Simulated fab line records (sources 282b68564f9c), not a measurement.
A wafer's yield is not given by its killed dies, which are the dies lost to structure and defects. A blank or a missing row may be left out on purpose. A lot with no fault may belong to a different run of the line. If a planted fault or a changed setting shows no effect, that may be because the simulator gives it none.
fab line records	flow rit-cmos
record: lots: 6	wafers: 18	last-day: 7
route steps=202 shown SDANNEAL@156 PSD@157 NSD@158 PLDD@159 NLDD@160 SILICIDE@161 CONTACT@168 M1@202
lots with no fault: from the same line, run without faults
start-h: start of the lot's first displayed wafer, in hours after the record's first day	wait-h: time in hours since the lot's previous step	" the same as in the row above	L1.1+2: several wafers, shown together as one row	- no value, or no start given	* or withheld: withheld	< > ~ a bound
route shown NAME@n: names a module that has steps shown in the file, with the first one's number in the route	usual: mean/standard deviation taken from wafers without a fault	same: alike in all rows	chamber/n: place in a boat	sites: readings site by site	_std_site: standard deviation across them	_edge_site: the outer-site mean with the inner-site mean subtracted	radius-mm: how far each site lies from the wafer's centre	mask NAME#n: copy n	behind: the most recent tool/chamber to have shaped the wafer	hold: the reason the lot was held/the length of the hold in hours/how it ended	device: the n, p or np transistor that did not switch	end of line: the route-end tests of the same wafers	where a step has no rows: the recipe by itself	killed: not the wafer's yield, but the dies lost to structure and defects at the first sort	map: dies across one wafer; x = killed, . = not, _ = none there
set.NAME: setting as actually run; set.NAME@STEP: the setting as run at that earlier step	model.NAME: the simulator's own value behind a step, which no gauge read
lots seen at some steps along the route; tables by step, rows by wafer
services: from which hour (start-h, from the record's first day; less than 0 if before it) a tool's chamber was out of use, for how many hours, and why
== steps ==
step: RIT_SDANNEAL_RTA_03
recipe: temp-c: 1050	time-s: 5	idle-temp-c: 600	ramp-up-c-per-s: 342	ramp-down-c-per-s: 171	cool-to-c: 600	ambient: N2
usual: anneal-temp-c-max: 1054.8/1.5	ramp-up-c-per-s: 342.00/0.064	wafer_temp_C_max: 1053.5/1.2
lot.wafer	tool	chamber	start-h	wait-h	anneal-temp-c-max	ramp-up-c-per-s	wafer_temp_C_max
L219.2	rtp-anneal-01	0	72.29	0.0	1053.6	342.03	1054.2
L219.4	"	0	"	"	1054.4	341.94	1053.3
L219.5	"	0	"	"	1053.5	341.91	1052.9
L220.1	rtp-anneal-02	0	79.02	0.0	1055.7	341.92	1055.6
L220.4	"	0	"	"	1056.6	341.97	1053.3
L220.6	"	0	"	"	1056.3	341.99	1054.2
L221.3	rtp-anneal-01	0	81.21	0.0	1053.6	342.04	1051.9
L221.5	"	0	"	"	1053.1	342.11	1054.8
L221.6	"	0	"	"	1053.4	342.01	1056.5
L227.1	rtp-anneal-01	0	114.47	0.0	1054.6	342.05	1054.3
L227.2	"	0	"	"	1053.3	341.95	1053.4
L227.3	"	0	"	"	1052.6	341.99	1051.5
L235.2	rtp-anneal-01	0	153.41	0.0	1052.6	342.11	1054.3
L235.3	"	0	"	"	1053.8	342.06	1055.9
L235.4	"	0	"	"	1052.7	341.92	1053.1
L238.2	rtp-anneal-02	0	169.14	0.0	1055.2	341.94	1054.3
L238.3	"	0	"	"	1058.3	341.90	1054.1
L238.4	"	0	"	"	1056.7	341.96	1054.4
step: RIT_SDANNEAL_RS_MEAS_04
recipe: thk-meas-gauge: four-point-probe
usual: PSD_RS: 115.7/0.36
lot.wafer	tool	chamber	start-h	wait-h	PSD_RS[ohm/sq]
L219.2	film-metro-03	-	72.36	0.1	115.4
L219.4	"	-	"	"	115.5
L219.5	"	-	"	"	115.5
L220.1	film-metro-04	-	79.07	0.0	115.6
L220.4	"	-	"	"	115.6
L220.6	"	-	"	"	115.5
L221.3	film-metro-03	-	81.29	0.1	115.8
L221.5	"	-	"	"	115.9
L221.6	"	-	"	"	116.5
L227.1	film-metro-03	-	114.53	0.0	115.5
L227.2	"	-	"	"	115.3
L227.3	"	-	"	"	115.4
L235.2	film-metro-03	-	153.52	0.1	115.3
L235.3	"	-	"	"	115.2
L235.4	"	-	"	"	115.5
L238.2	film-metro-03	-	169.21	0.1	116.2
L238.3	"	-	"	"	116.3
L238.4	"	-	"	"	116.1
step: RIT_SDANNEAL_RS_MEAS_05
recipe: thk-meas-gauge: four-point-probe
usual: NSD_RS: 84.49/0.26
lot.wafer	tool	chamber	start-h	wait-h	NSD_RS[ohm/sq]
L219.2	film-metro-03	-	72.48	0.1	84.15
L219.4	"	-	"	"	84.54
L219.5	"	-	"	"	84.43
L220.1	film-metro-04	-	79.19	0.1	84.64
L220.4	"	-	"	"	84.66
L220.6	"	-	"	"	84.65
L221.3	film-metro-03	-	81.41	0.1	84.44
L221.5	"	-	"	"	84.01
L221.6	"	-	"	"	84.35
L227.1	film-metro-03	-	114.65	0.1	84.59
L227.2	"	-	"	"	84.23
L227.3	"	-	"	"	84.49
L235.2	film-metro-03	-	153.64	0.1	84.27
L235.3	"	-	"	"	84.10
L235.4	"	-	"	"	84.13
L238.2	film-metro-03	-	169.33	0.1	84.09
L238.3	"	-	"	"	84.20
L238.4	"	-	"	"	84.46
step: RIT_SDANNEAL_RS_MEAS_06
recipe: thk-meas-gauge: four-point-probe
usual: PLDD_RS: 178.4/0.57
lot.wafer	tool	chamber	start-h	wait-h	PLDD_RS[ohm/sq]
L219.2	film-metro-03	-	72.60	0.1	177.5
L219.4	"	-	"	"	178.1
L219.5	"	-	"	"	178.0
L220.1	film-metro-04	-	79.31	0.1	177.9
L220.4	"	-	"	"	177.9
L220.6	"	-	"	"	177.6
L221.3	film-metro-03	-	81.53	0.1	178.3
L221.5	"	-	"	"	177.8
L221.6	"	-	"	"	178.7
L227.1	film-metro-03	-	114.77	0.1	178.0
L227.2	"	-	"	"	177.5
L227.3	"	-	"	"	177.7
L235.2	film-metro-03	-	153.76	0.1	178.2
L235.3	"	-	"	"	178.4
L235.4	"	-	"	"	178.6
L238.2	film-metro-03	-	169.45	0.1	178.8
L238.3	"	-	"	"	177.9
L238.4	"	-	"	"	178.6
step: RIT_SDANNEAL_RS_MEAS_07
recipe: thk-meas-gauge: four-point-probe
usual: NLDD_RS: 151.6/0.58
lot.wafer	tool	chamber	start-h	wait-h	NLDD_RS[ohm/sq]
L219.2	film-metro-03	-	72.72	0.1	151.6
L219.4	"	-	"	"	151.5
L219.5	"	-	"	"	151.6
L220.1	film-metro-04	-	79.43	0.1	152.7
L220.4	"	-	"	"	152.4
L220.6	"	-	"	"	152.1
L221.3	film-metro-03	-	81.65	0.1	151.4
L221.5	"	-	"	"	151.4
L221.6	"	-	"	"	151.3
L227.1	film-metro-03	-	114.89	0.1	150.9
L227.2	"	-	"	"	151.3
L227.3	"	-	"	"	150.9
L235.2	film-metro-03	-	153.88	0.1	152.0
L235.3	"	-	"	"	152.2
L235.4	"	-	"	"	152.2
L238.2	film-metro-03	-	169.57	0.1	151.2
L238.3	"	-	"	"	151.4
L238.4	"	-	"	"	151.7
step: RIT_SILICIDE_WET_ETCH_00
recipe: chemistry: BOE	target: SiO2	target-depth-nm: 14	time-s: 15	dry: n2-spin	dilution: 10:1	temp-c: 21.5
step: RIT_SILICIDE_SPUTTER_01
recipe: material: Ti	target-thk-nm: 30	power-w: 350	chamber-pressure-pa: 0.667	gas: Ar	time-s: 240	substrate-temp-c: 25
usual: throttle-valve-pct: 30.0/1.1
lot.wafer	tool	chamber	start-h	wait-h	throttle-valve-pct
L219.2	pvd-sputter-02	-	72.83	0.0	30.9
L219.4	"	-	"	"	28.6
L219.5	"	-	"	"	28.8
L220.1	pvd-sputter-04	-	79.57	0.0	29.6
L220.4	"	-	"	"	29.6
L220.6	"	-	"	"	29.7
L221.3	pvd-sputter-02	-	81.74	0.0	31.3
L221.5	"	-	"	"	31.0
L221.6	"	-	"	"	30.9
L227.1	pvd-sputter-02	-	115.02	0.0	31.2
L227.2	"	-	"	"	31.0
L227.3	"	-	"	"	28.9
L235.2	pvd-sputter-02	-	154.00	0.0	28.9
L235.3	"	-	"	"	30.6
L235.4	"	-	"	"	31.4
L238.2	pvd-sputter-04	-	169.68	0.0	30.2
L238.3	"	-	"	"	27.9
L238.4	"	-	"	"	30.0
step: RIT_SILICIDE_RS_MEAS_02
recipe: thk-meas-gauge: four-point-probe	reads: Ti_of_SILICIDE_SPUTTER_01
usual: SILICIDE_TI_RS: 47.8/0.61
lot.wafer	tool	chamber	start-h	wait-h	SILICIDE_TI_RS[ohm/sq]
L219.2	film-metro-01	-	73.00	0.1	47.2
L219.4	"	-	"	"	47.7
L219.5	"	-	"	"	48.1
L220.1	film-metro-01	-	79.72	0.1	48.5
L220.4	"	-	"	"	48.9
L220.6	"	-	"	"	49.0
L221.3	film-metro-02	-	81.93	0.1	48.3
L221.5	"	-	"	"	48.1
L221.6	"	-	"	"	48.0
L227.1	film-metro-01	-	115.17	0.1	48.1
L227.2	"	-	"	"	47.3
L227.3	"	-	"	"	48.0
L235.2	film-metro-02	-	154.17	0.1	48.0
L235.3	"	-	"	"	47.6
L235.4	"	-	"	"	48.5
L238.2	film-metro-03	-	169.85	0.1	47.4
L238.3	"	-	"	"	47.3
L238.4	"	-	"	"	47.8
step: RIT_SILICIDE_THK_MEAS_03
recipe: thk-meas-gauge: xrf	reads: Ti_of_SILICIDE_SPUTTER_01
usual: SILICIDE_TI_THK: 29.79/0.3
lot.wafer	tool	chamber	start-h	wait-h	SILICIDE_TI_THK[nm]
L219.2	film-metro-01	-	73.11	0.1	30.04
L219.4	"	-	"	"	29.92
L219.5	"	-	"	"	29.64
L220.1	film-metro-01	-	79.84	0.1	29.47
L220.4	"	-	"	"	29.22
L220.6	"	-	"	"	29.29
L221.3	film-metro-02	-	82.03	0.1	29.52
L221.5	"	-	"	"	29.57
L221.6	"	-	"	"	29.82
L227.1	film-metro-01	-	115.29	0.1	29.46
L227.2	"	-	"	"	29.93
L227.3	"	-	"	"	29.56
L235.2	film-metro-02	-	154.28	0.1	29.55
L235.3	"	-	"	"	29.78
L235.4	"	-	"	"	29.50
L238.2	film-metro-03	-	169.96	0.1	29.77
L238.3	"	-	"	"	29.88
L238.4	"	-	"	"	29.57
step: RIT_SILICIDE_RTA_04
recipe: temp-c: 650	time-s: 10	idle-temp-c: 25	ramp-up-s: 5	ramp-down-s: 5	cool-to-c: 25	ambient: N2
usual: anneal-temp-c-max: 652.8/0.93	wafer_temp_C_max: 652.0/0.42
lot.wafer	tool	chamber	start-h	wait-h	anneal-temp-c-max	wafer_temp_C_max
L219.2	rtp-anneal-02	0	73.17	0.1	654.0	652.3
L219.4	"	0	"	"	653.3	651.9
L219.5	"	0	"	"	653.4	651.8
L220.1	rtp-anneal-01	0	79.90	0.1	652.5	651.5
L220.4	"	0	"	"	652.2	652.5
L220.6	"	0	"	"	651.7	651.7
L221.3	rtp-anneal-02	0	82.09	0.1	652.9	652.4
L221.5	"	0	"	"	653.7	652.2
L221.6	"	0	"	"	653.7	652.4
L227.1	rtp-anneal-02	0	115.35	0.1	654.8	651.9
L227.2	"	0	"	"	654.7	651.6
L227.3	"	0	"	"	654.0	652.2
L235.2	rtp-anneal-02	0	154.34	0.1	654.1	652.3
L235.3	"	0	"	"	653.6	651.7
L235.4	"	0	"	"	652.6	652.5
L238.2	rtp-anneal-01	0	170.03	0.1	651.7	652.2
L238.3	"	0	"	"	651.3	652.5
L238.4	"	0	"	"	651.4	651.9
step: RIT_SILICIDE_WET_ETCH_05
recipe: chemistry: SPM	target: Ti	temp-c: 90	time-s: 120	dry: n2-spin
step: RIT_SILICIDE_RTA_06
recipe: temp-c: 750	time-s: 10	idle-temp-c: 25	ramp-up-s: 5	ramp-down-s: 10	cool-to-c: 25	ambient: N2
usual: anneal-temp-c-max: 753.3/1	wafer_temp_C_max: 752.2/0.51
lot.wafer	tool	chamber	start-h	wait-h	anneal-temp-c-max	wafer_temp_C_max
L219.2	rtp-anneal-01	0	73.29	0.0	752.2	752.0
L219.4	"	0	"	"	752.7	752.4
L219.5	"	0	"	"	752.9	751.8
L220.1	rtp-anneal-02	0	80.01	0.0	754.2	753.2
L220.4	"	0	"	"	754.5	752.2
L220.6	"	0	"	"	754.5	752.9
L221.3	rtp-anneal-01	0	82.20	0.0	752.1	751.8
L221.5	"	0	"	"	752.9	751.6
L221.6	"	0	"	"	752.0	750.9
L227.1	rtp-anneal-01	0	115.46	0.0	752.8	752.9
L227.2	"	0	"	"	751.8	752.7
L227.3	"	0	"	"	753.0	752.1
L235.2	rtp-anneal-01	0	154.46	0.0	752.9	752.4
L235.3	"	0	"	"	752.3	751.6
L235.4	"	0	"	"	752.4	751.7
L238.2	rtp-anneal-02	0	170.13	0.0	755.0	752.3
L238.3	"	0	"	"	754.7	752.5
L238.4	"	0	"	"	753.3	752.9
step: RIT_CONTACT_CVD_00
recipe: material: SiO2	target-thk-nm: 400	precursor: TEOS	temp-c: 390	time-s: 61	rf-w: 400
usual: heater-power-w: 334/43
lot.wafer	tool	chamber	start-h	wait-h	heater-power-w	model.SiO2_of_CONTACT_CVD_00.thk-nm
L219.2	pecvd-02	2	73.34	0.0	348	403.1
L219.4	"	1	"	"	340	402.4
L219.5	"	2	"	"	253	407.5
L220.1	pecvd-04	2	80.07	0.1	410	399.7
L220.4	"	0	"	"	308	402.2
L220.6	"	2	"	"	408	409
L221.3	pecvd-03	1	82.24	0.0	328	394.7
L221.5	"	0	"	"	391	406.5
L221.6	"	2	"	"	425	404.7
L227.1	pecvd-03	2	115.53	0.1	398	399
L227.2	"	0	"	"	407	399.5
L227.3	"	1	"	"	360	398
L235.2	pecvd-04	2	154.57	0.1	349	391.8
L235.3	"	0	"	"	277	396.8
L235.4	"	1	"	"	301	500.9
L238.2	pecvd-04	2	170.19	0.0	332	390.6
L238.3	"	1	"	"	274	500.4
L238.4	"	2	"	"	353	401.5
step: RIT_CONTACT_THK_MEAS_01
recipe: reads: SiO2_of_CONTACT_CVD_00
usual: CONTACT_TEOS_THK: 400/5
lot.wafer	tool	chamber	start-h	wait-h	CONTACT_TEOS_THK[nm]
L219.2	film-metro-03	-	73.40	0.0	403
L219.4	"	-	"	"	403
L219.5	"	-	"	"	407
L220.1	film-metro-04	-	80.12	0.0	400
L220.4	"	-	"	"	402
L220.6	"	-	"	"	409
L221.3	film-metro-01	-	82.32	0.0	395
L221.5	"	-	"	"	406
L221.6	"	-	"	"	405
L227.1	film-metro-03	-	115.58	0.0	399
L227.2	"	-	"	"	399
L227.3	"	-	"	"	398
L235.2	film-metro-01	-	154.63	0.0	392
L235.3	"	-	"	"	397
L235.4	"	-	"	"	501
L238.2	film-metro-03	-	170.25	0.0	390
L238.3	"	-	"	"	501
L238.4	"	-	"	"	401
step: RIT_CONTACT_HMDS_02
recipe: prime-time-s: 60	prime-temp-c: 140
step: RIT_CONTACT_COAT_03
recipe: resist: NOVOLAK	spin-rpm: 3250	resist-thk-nm: 1000
step: RIT_CONTACT_SOFTBAKE_04
recipe: resist: NOVOLAK	temp-c: 90	time-s: 60
step: RIT_CONTACT_EXPOSE_05
recipe: mask-id: M11	na: 0.6	source-shape: conventional	sigma-outer: 0.5	target-cd-nm: 1000	dose-mj: 250
step: RIT_CONTACT_PEB_06
recipe: resist: NOVOLAK	temp-c: withheld	time-s: withheld
step: RIT_CONTACT_DEVELOP_07
recipe: resist: NOVOLAK	develop-time-s: 120	dev-temp-c: 23
step: RIT_CONTACT_CD_MEAS_08
recipe: target-cd-nm: 1000
usual: cd-nm: 1000.2/2
lot.wafer	tool	chamber	start-h	wait-h	cd-nm
L219.2	cd-sem-02	-	74.44	-	1001.2
L219.4	"	-	"	"	998.5
L219.5	"	-	"	"	996.7
L220.1	cd-sem-02	-	81.15	-	1000.3
L220.4	"	-	"	"	1001.0
L220.6	"	-	"	"	1000.4
L221.3	cd-sem-02	-	83.36	-	999.4
L221.5	"	-	"	"	998.7
L221.6	"	-	"	"	997.7
L227.1	cd-sem-02	-	116.73	-	1000.4
L227.2	"	-	"	"	999.7
L227.3	"	-	"	"	999.1
L235.2	cd-sem-01	-	155.79	-	1002.8
L235.3	"	-	"	"	1002.0
L235.4	"	-	"	"	1003.8
L238.2	cd-sem-02	-	171.29	-	1000.7
L238.3	"	-	"	"	1003.1
L238.4	"	-	"	"	1001.2
step: RIT_CONTACT_OVL_MEAS_09
usual: CONTACT_OVL: -0.1/1
lot.wafer	tool	chamber	start-h	wait-h	CONTACT_OVL[nm]
L219.2	overlay-02	-	74.54	0.1	1.1
L219.4	"	-	"	"	0.5
L219.5	"	-	"	"	0.3
L220.1	overlay-02	-	81.27	0.1	-0.3
L220.4	"	-	"	"	-0.6
L220.6	"	-	"	"	1.2
L221.3	overlay-02	-	83.45	0.1	1.0
L221.5	"	-	"	"	-0.9
L221.6	"	-	"	"	0.0
L227.1	overlay-02	-	116.85	0.1	1.3
L227.2	"	-	"	"	0.1
L227.3	"	-	"	"	0.9
L235.2	overlay-02	-	155.90	0.1	-0.3
L235.3	"	-	"	"	-0.1
L235.4	"	-	"	"	0.1
L238.2	overlay-02	-	171.39	0.1	-1.7
L238.3	"	-	"	"	-1.3
L238.4	"	-	"	"	-0.8
step: RIT_CONTACT_HARDBAKE_10
recipe: resist: NOVOLAK	temp-c: 140	time-s: 60
step: RIT_CONTACT_ETCH_11
recipe: target-depth-a: 4800	over-etch-frac: 0.2	stop-on: TiSi2	chemistry: CHF3/CF4/Ar	target: SiO2	CHF3_flow_sccm: 50	cf4-flow-sccm: 10	Ar_flow_sccm: 100	O2_flow_sccm: 5	pressure-mtorr: 100	rf-w: 200	time-s: 320
usual: drypump-motor-current-A: 5.5/0.47	oes-product-au: 0.991/0.01	throttle-valve-pct: 8.87/0.13
lot.wafer	tool	chamber	start-h	wait-h	drypump-motor-current-A	oes-product-au	rf-hours-counter-h	throttle-valve-pct	model.etch.depth-nm	model.CONTACT.feature-depth-nm
L219.2	rie-diel-01	1	74.72	0.1	5.2	0.982	151	8.82	403.1	403.1
L219.4	"	0	"	"	4.7	1.017	162	9.06	402.4	402.4
L219.5	"	0	"	"	4.7	1.004	-	9.05	407.5	407.5
L220.1	rie-diel-03	0	81.46	0.1	6.0	0.976	44	8.93	399.7	399.7
L220.4	"	1	"	"	5.3	1.000	19	9.03	402.2	402.2
L220.6	"	0	"	"	6.0	0.982	-	8.91	409	409
L221.3	rie-diel-01	2	83.63	0.1	5.7	0.991	6	8.69	394.7	394.7
L221.5	"	3	"	"	4.9	0.998	-	8.95	406.5	406.5
L221.6	"	2	"	"	5.7	0.990	-	8.67	404.7	404.7
L227.1	rie-diel-01	2	117.04	0.1	5.7	0.995	7	8.70	399	399
L227.2	"	0	"	"	4.7	1.006	0	9.06	399.5	399.5
L227.3	"	3	"	"	4.9	0.999	129	8.94	398	398
L235.2	rie-diel-01	1	156.08	0.1	5.2	0.988	153	8.81	391.8	391.8
L235.3	"	0	"	"	4.7	1.007	1	9.07	396.8	396.8
L235.4	"	0	"	"	4.7	1.015	-	9.07	479.2	479.2
L238.2	rie-diel-02	3	171.57	0.1	6.2	0.985	44	8.94	390.6	390.6
L238.3	"	0	"	"	6.2	0.990	14	8.89	472.5	472.5
L238.4	"	2	"	"	6.0	0.985	7	8.76	401.5	401.5
step: RIT_CONTACT_STRIP_12
recipe: chemistry: O2	time-s: 180	resist: NOVOLAK	platen-temp-c: withheld	power-w: 500	pressure-mtorr: 4000	o2-flow-sccm: 4000
usual: drypump-motor-current-A: 5.70/0.3
lot.wafer	tool	chamber	start-h	wait-h	drypump-motor-current-A	rf-hours-counter-h
L219.2	plasma-asher-02	0	74.92	0.1	5.85	45
L219.4	"	1	"	"	5.87	-
L219.5	"	0	"	"	5.85	-
L220.1	plasma-asher-02	0	81.65	0.1	5.87	45
L220.4	"	1	"	"	5.85	-
L220.6	"	1	"	"	5.84	-
L221.3	plasma-asher-02	1	83.88	0.2	5.85	-
L221.5	"	0	"	"	5.87	-
L221.6	"	1	"	"	5.87	-
L227.1	plasma-asher-02	1	117.23	0.1	5.85	50
L227.2	"	0	"	"	5.85	50
L227.3	"	0	"	"	5.88	-
L235.2	plasma-asher-04	1	156.27	0.1	6.24	4
L235.3	"	1	"	"	6.23	-
L235.4	"	0	"	"	5.75	-
L238.2	plasma-asher-03	0	171.77	0.1	5.53	52
L238.3	"	0	"	"	5.54	-
L238.4	"	1	"	"	5.19	-
step: RIT_CONTACT_CD_MEAS_90
recipe: target-cd-nm: 1000
usual: cd-nm: 1000.2/2.1
lot.wafer	tool	chamber	start-h	wait-h	cd-nm
L219.2	cd-sem-01	-	75.11	0.1	1001.4
L219.4	"	-	"	"	998.2
L219.5	"	-	"	"	997.1
L220.1	cd-sem-01	-	81.83	0.1	1000.3
L220.4	"	-	"	"	1001.0
L220.6	"	-	"	"	1000.4
L221.3	cd-sem-02	-	84.04	0.1	999.2
L221.5	"	-	"	"	998.8
L221.6	"	-	"	"	996.9
L227.1	cd-sem-01	-	117.41	0.1	1000.5
L227.2	"	-	"	"	999.8
L227.3	"	-	"	"	999.5
L235.2	cd-sem-01	-	156.47	0.1	1002.6
L235.3	"	-	"	"	1002.4
L235.4	"	-	"	"	1003.7
L238.2	cd-sem-01	-	171.96	0.1	1000.3
L238.3	"	-	"	"	1003.2
L238.4	"	-	"	"	1001.8
step: RIT_CONTACT_CLEAN_13
recipe: chemistry: SC1	mix: 3:3:50	time-s: 600	temp-c: 75
lot.wafer	tool	chamber	start-h	wait-h	model.SiO2_of_CONTACT_CVD_00.thk-nm
L219.2	wet-bench-02	3	75.21	0.1	398.9
L219.4	"	3	"	"	398.3
L219.5	"	3	"	"	403.4
L220.1	wet-bench-02	3	81.95	0.1	395.6
L220.4	"	3	"	"	398.1
L220.6	"	3	"	"	404.9
L221.3	wet-bench-02	1	84.12	0.1	390.6
L221.5	"	1	"	"	402.4
L221.6	"	1	"	"	400.6
L227.1	wet-bench-01	0	117.53	0.1	394.9
L227.2	"	0	"	"	395.4
L227.3	"	0	"	"	393.8
L235.2	wet-bench-01	2	156.57	0.1	387.7
L235.3	"	2	"	"	392.7
L235.4	"	2	"	"	496.9
L238.2	wet-bench-01	0	172.06	0.1	386.5
L238.3	"	0	"	"	496.3
L238.4	"	0	"	"	397.4
step: RIT_CONTACT_CLEAN_14
recipe: chemistry: SC2	mix: 3:3:50	time-s: 600	temp-c: 75	dry: n2-spin
step: RIT_M1_PROBE_99
usual: killed-at-contacts: 0.1/0.3	killed-at-front-end: 6.9/2.9	killed-dies: 7.0/2.9	killed-on-rim: 1.8/1.4	killed-open: 3.3/2	killed-short: 3.7/2
same: gross-dies: 264	killed_at_M0_to_M3: 0	killed_at_M4_up: 0	killed-at-back-side: 0	killed-at-other: 0
lot.wafer	tool	chamber	start-h	wait-h	killed-at-contacts	killed-at-front-end	killed-dies	killed-on-rim	killed-open	killed-short
L219.2	prober-01	-	79.93	0.1	0	7	7	1	2	5
L219.4	prober-01	-	80.03	0.2	0	7	7	3	4	3
L219.5	prober-01	-	80.08	0.2	0	8	8	0	3	5
L220.1	prober-02	-	86.31	0.1	0	7	7	2	3	4
L220.4	prober-02	-	86.46	0.2	0	7	7	3	6	1
L220.6	prober-02	-	86.56	0.2	0	4	4	1	1	3
L221.3	prober-01	-	88.58	0.2	0	2	2	2	0	2
L221.5	prober-01	-	88.68	0.2	0	6	6	1	1	5
L221.6	prober-01	-	88.73	0.2	0	5	5	2	2	3
L227.1	prober-02	-	122.04	0.1	0	9	9	3	4	5
L227.2	prober-02	-	122.09	0.1	1	6	7	0	3	4
L227.3	prober-02	-	122.14	0.2	0	10	10	4	3	7
L235.2	prober-01	-	160.98	0.1	0	5	5	0	3	2
L235.3	prober-01	-	161.03	0.2	0	4	4	1	2	2
L235.4	prober-01	-	161.08	0.2	242	8	250	59	4	4
L238.2	prober-02	-	176.60	0.1	1	6	7	1	6	1
L238.3	prober-02	-	176.65	0.2	242	9	251	61	6	3
L238.4	prober-02	-	176.70	0.2	0	5	5	0	3	2
killed by level:class
L219.2 FOX2:geometric-particle:short=3 SILICIDE:geometric-particle:short=2 GATE:geometric-particle:open=1 REOX:geometric-particle:open=1
L219.4 FOX2:geometric-particle:open=2 FOX1:geometric-particle:short=1 GATE:geometric-particle:open=1 GATE:geometric-particle:short=1 SPACER:geometric-particle:short=1 SILICIDE:geometric-particle:open=1
L219.5 FOX2:geometric-particle:short=3 FOX1:geometric-particle:open=1 GATE:geometric-particle:open=1 REOX:geometric-particle:short=1 SPACER:geometric-particle:short=1 SPACER:geometric-particle:open=1
L220.1 GATE:geometric-particle:short=3 SPACER:geometric-particle:open=2 FOX1:geometric-particle:open=1 SILICIDE:geometric-particle:short=1
L220.4 GATE:geometric-particle:open=4 FOX1:geometric-particle:open=1 GATE:geometric-particle:short=1 REOX:geometric-particle:open=1
L220.6 FOX2:geometric-particle:short=1 GATE:geometric-particle:short=1 REOX:geometric-particle:short=1 SPACER:geometric-particle:open=1
L221.3 FOX2:geometric-particle:short=1 SPACER:geometric-particle:short=1
L221.5 REOX:geometric-particle:short=2 SILICIDE:geometric-particle:short=2 FOX1:geometric-particle:short=1 FOX1:geometric-particle:open=1
L221.6 FOX1:geometric-particle:short=2 FOX2:geometric-particle:open=1 REOX:geometric-particle:open=1 SILICIDE:geometric-particle:short=1
L227.1 GATE:geometric-particle:open=3 GATE:geometric-particle:short=2 FOX1:geometric-particle:short=1 REOX:geometric-particle:short=1 SPACER:geometric-particle:short=1 SILICIDE:geometric-particle:open=1
L227.2 GATE:geometric-particle:short=3 SPACER:geometric-particle:open=2 GATE:geometric-particle:open=1 CONTACT:geometric-particle:short=1
L227.3 GATE:geometric-particle:short=3 REOX:geometric-particle:short=3 REOX:geometric-particle:open=2 GATE:geometric-particle:open=1 SILICIDE:geometric-particle:short=1
L235.2 GATE:geometric-particle:open=2 GATE:geometric-particle:short=1 REOX:geometric-particle:open=1 SILICIDE:geometric-particle:short=1
L235.3 GATE:geometric-particle:short=2 FOX1:geometric-particle:open=1 SPACER:geometric-particle:open=1
L235.4 CONTACT:area-etch=242 GATE:geometric-particle:open=4 REOX:geometric-particle:short=2 FOX2:geometric-particle:short=1 GATE:geometric-particle:short=1
L238.2 GATE:geometric-particle:open=3 SPACER:geometric-particle:open=1 SILICIDE:geometric-particle:short=1 SILICIDE:geometric-particle:open=1 CONTACT:geometric-particle:open=1
L238.3 CONTACT:area-etch=242 REOX:geometric-particle:open=3 GATE:geometric-particle:open=2 REOX:geometric-particle:short=2 FOX2:geometric-particle:short=1 SPACER:geometric-particle:open=1
L238.4 GATE:geometric-particle:open=2 SPACER:geometric-particle:short=2 REOX:geometric-particle:open=1
map L235.4 (x killed, . not)
________xxxxxxx_______
_____xxxxxxxxxxx.x____
____xxxxxxxxxxxxxx.___
___xxxxxxxxxxxxxxx.x__
__xxxxxxxxxxxxxxxxx.._
__xxxxxxxxxxxxxxxxx.._
_xxxxxxxxxxxxxxxxxx...
_xxxxxxxxxxxxxxxxxxxx.
_xxxxxxxxxxxxxxxxxxx.x
_xxxxxxxxxxxxxxxxxxxxx
__xxxxxxxxxxxxxxxxxxx_
__xxxxxxxxxxxxxxxxxxx_
___xxxxxxxxxxxxxxxxx__
____xxxxxxxxxxxxx.x___
_____xxxxxxxxxxxx.____
________xxxxxxx_______
map L238.3 (x killed, . not)
________xxxxxx._______
_____..xxxxxx....x____
____..x.xxxxxx.xxxx___
___x..xxxxxxxxxxxxxx__
__xxxxxxxxxxxxxxxxxxx_
__xxxxxxxxxxxxxxxxxxx_
_xxxxxxxxxxxxxxxxxxxxx
_xxxxxxxxxxxxxxxxxxxxx
_xxxxxxxxxxxxxxxxxxxxx
_xxxxxxxxxxxxxxxxxxxxx
__xxxxxxxxxxxxxxxxxxx_
__xxxxxxxxxxxxxxxxxxx_
___xxxxxxxxxxxxxxxxx__
____xxxxxxxxxxxxxxx___
_____xxxxxxxxxxxxx____
________xxxxxxx_______
== services ==
tool	chamber	start-h	hours	kind
rie-diel-01	-	57.16	2.8	pm
rie-diel-02	3	87.01	1.5	repair
rie-diel-03	3	90.54	-	clean
rie-diel-03	3	90.54	23.7	scheduled-down
rie-diel-03	-	94.00	14.6	pm
rie-diel-01	0	94.53	-	clean
rie-diel-01	0	94.53	21.7	scheduled-down
rie-diel-01	0	94.53	21.7	vent-cycle
plasma-asher-04	-	100.62	2.8	pm
plasma-asher-02	-	103.31	2.4	repair
plasma-asher-04	-	108.75	9.0	pm
plasma-asher-04	-	126.64	2.2	repair
rie-diel-01	3	134.77	19.6	repair
pecvd-03	-	141.65	5.5	pm
rtp-anneal-02	-	144.59	0.8	pm
rie-diel-01	2	146.90	9.8	repair
pecvd-04	-	153.20	0.6	repair
rie-diel-03	2	153.87	3.2	repair
rie-diel-01	1	156.73	-	clean
rie-diel-01	1	156.73	13.0	scheduled-down
rie-diel-01	1	156.73	13.0	vent-cycle
plasma-asher-04	-	166.23	7.6	repair
plasma-asher-03	-	166.43	3.4	repair
rie-diel-03	1	168.19	4.3	repair
== key ==
first-sign: step: RIT_CONTACT_THK_MEAS_01	reading: CONTACT_TEOS_THK	direction: up	sigmas: 20	usual: 400	struck: 501
effect: step: RIT_M1_PROBE_99	reading: killed-at-contacts	direction: up	sigmas: 99+	usual: 0.1	struck: 242
model-effect: step: RIT_CONTACT_CVD_00	value: SiO2_of_CONTACT_CVD_00.thk-nm	without: 400.7	struck: 500.7
model-effect: step: RIT_CONTACT_ETCH_11	value: etch.depth-nm	without: 400.7	struck: 475.9
model-effect: step: RIT_CONTACT_CLEAN_13	value: SiO2_of_CONTACT_CVD_00.thk-nm	without: 396.6	struck: 496.6
more-kills-born-at: RIT_CONTACT_ETCH_11@rie-diel-01: 242	RIT_CONTACT_ETCH_11@rie-diel-02: 242
met-at RIT_CONTACT_CVD_00
struck-wafers L235.4,L238.3
later-rows-left-out L235.4,L238.3
tester-left-out L235,L238
fault: kind: process-parameter-drift	tool: pecvd-04	chamber: 1	onset-h: 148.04	steps: RIT_CONTACT_CVD_00	channel: target-thk-nm	offset: 100	shape: step	end-h: 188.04	stated: 400
tester-left-out: of these lots the tester's yield and bins aren't shown, on N5 and GAA mostly nor the transistor test; their killed dies are dies lost to structure and defects alone, not to doping, threshold or leakage, so they don't give the yield
later-rows-left-out: the simulator's readings of these wafers behind a module that went badly wrong aren't trusted and aren't shown, but for the sort
